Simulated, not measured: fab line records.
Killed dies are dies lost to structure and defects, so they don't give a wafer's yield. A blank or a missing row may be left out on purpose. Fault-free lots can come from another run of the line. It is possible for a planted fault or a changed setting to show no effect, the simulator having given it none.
Matching of chambers | flow berkeley-cmos170 | cmp-01 running UCB170_V2_CMP_02: 4 sister chambers
The step polishes SiO2. 4 wafers are shown with their chamber, then 7 later ones without.

EACH WAFER AND ITS CHAMBER
wafer  | chamber | motor-current-A (A)
L176.4 | 0       | 17.1
L185.3 | 1       | 14.2
L183.1 | 2       | 15.9
L183.2 | 3       | 15.0

WAFERS WITHOUT THEIR CHAMBER
wafer  | motor-current-A (A)
L183.3 | 16.2
L192.2 | 15.4
L192.5 | 14.6
L192.6 | 15.9
L194.3 | 16.2
L194.5 | 15.6
L194.6 | 15.6

THE CHAMBER EACH PASSED THROUGH
wafer  | from the rows above     | in truth
L183.3 | can't be placed: 2 or 0 | 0
L192.2 | can't be placed: 3 or 2 | 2
L192.5 | can't be placed: 1 or 3 | 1
L192.6 | 2                       | 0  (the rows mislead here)
L194.3 | can't be placed: 2 or 0 | 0
L194.5 | can't be placed: 2 or 3 | 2
L194.6 | can't be placed: 2 or 3 | 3
Placed correctly: 0 of 7. Unplaceable from these rows: 6, with the true chamber sitting among the candidates in 6. Wrongly placed: 1.
How it was worked out, from the rows above alone: a wafer's distance from a chamber is the root of the sum, over the readings, of the square of ((its reading less the chamber's mean) divided by the reading's scatter). If the next closest chamber is less than 2 further off than the closest, the wafer can't be placed; otherwise it belongs to the closest. For every chamber, the mean is computed from those of its wafers that are shown. The scatter: root of mean squared gap, hidden wafer to nearest shown wafer, with one shown wafer a chamber.
